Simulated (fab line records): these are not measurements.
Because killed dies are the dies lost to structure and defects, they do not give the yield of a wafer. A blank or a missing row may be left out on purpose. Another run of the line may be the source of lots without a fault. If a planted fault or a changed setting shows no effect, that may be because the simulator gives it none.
What tool caused it? ; flow rit cmos ; route of 202 steps, sampled at 1 step: 14 lots, 42 wafers

WHAT THE GAUGES READ, wafer by wafer
The record holds no reading of a measuring or inspecting step that can be judged against a usual standard deviation.

TOOL THAT RAN EACH LOT (tool first, then ch and the chambers of the sampled wafers, then the start)
lot;RIT_PRETRO_STRIP_09
L643;plasma asher-02 ch 0,1, day 2 09:34
L646;plasma asher-03 ch 0,1, day 3 02:50
L647;plasma asher-01 ch 0,1, day 3 07:45
L648;plasma asher-02 ch 0,1, day 3 14:01
L650;plasma asher-01 ch 0,1, day 3 19:34
L651;plasma asher-01 ch 1, day 3 23:38
L653;plasma asher-02 ch 1, day 4 09:53
L660;plasma asher-03 ch 0,1, day 5 21:21
L661;plasma asher-03 ch 0,1, day 6 02:10
L662;plasma asher-03 ch 0,1, day 6 07:29
L663;plasma asher-01 ch 0,1, day 6 13:18
L664;plasma asher-03 ch 0,1, day 6 18:18
L665;plasma asher-02 ch 0, day 7 02:44
L666;plasma asher-03 ch 0,1, day 7 04:08
- RIT_PRETRO_STRIP_09: strips in O2, time 180 s.

WHAT THE TOOLS THEMSELVES READ (means of the sampled wafers that have a number; where no wafer has one, the mark that the record gives instead)
RIT_PRETRO_STRIP_09.
lot;tool;chamber pressure mTorr (mTorr);drypump motor current A (A)
L643;plasma asher-02;3998;6.3
L646;plasma asher-03;4001;6.1
L647;plasma asher-01;3999;6.1
L648;plasma asher-02;4000;6.2
L650;plasma asher-01;-;-
L651;plasma asher-01;-;-
L653;plasma asher-02;3999;6.4
L660;plasma asher-03;4003;5.9
L661;plasma asher-03;3999;5.9
L662;plasma asher-03;4001;5.9
L663;plasma asher-01;4001;6.1
L664;plasma asher-03;4000;6.2
L665;plasma asher-02;4003;6.1
L666;plasma asher-03;4001;5.9

THE ANSWER, worked out from the rows above alone
Rule: the lots themselves supply what counts as usual. The widest of any qualifying gaps counts: lots, ordered by their means at a reading, are off when they make up no more than a third of the lots, leave a main group of 4 or more, and stand apart from it by 3 or more times the standard deviation of that group's means. A main group is skipped when, at the precision printed for the reading in the tables above, its means are all equal. Also off: a lot with no number at a reading for which 4 or more lots have one. The other lots that the step has rows for count as sound. The gauges are gone through in route order, then the tools' own readings, and for those a lot's mean is taken as printed above. The first step at which some lot is off is used, and at that step the reading that is off furthest; a lot without a number counts as furthest.
Off: L650, L651 (RIT_PRETRO_STRIP_09, chamber pressure mTorr). Without a number there: L650, L651. Main group: mean 4000 mTorr, sd 1.5.
A tool fits if, at that step or a process step before it, it ran every lot that is off, and no sound lot after the first of them. Of those tried, none fits.

WHAT HAD BEEN PUT IN BY THE SIMULATOR
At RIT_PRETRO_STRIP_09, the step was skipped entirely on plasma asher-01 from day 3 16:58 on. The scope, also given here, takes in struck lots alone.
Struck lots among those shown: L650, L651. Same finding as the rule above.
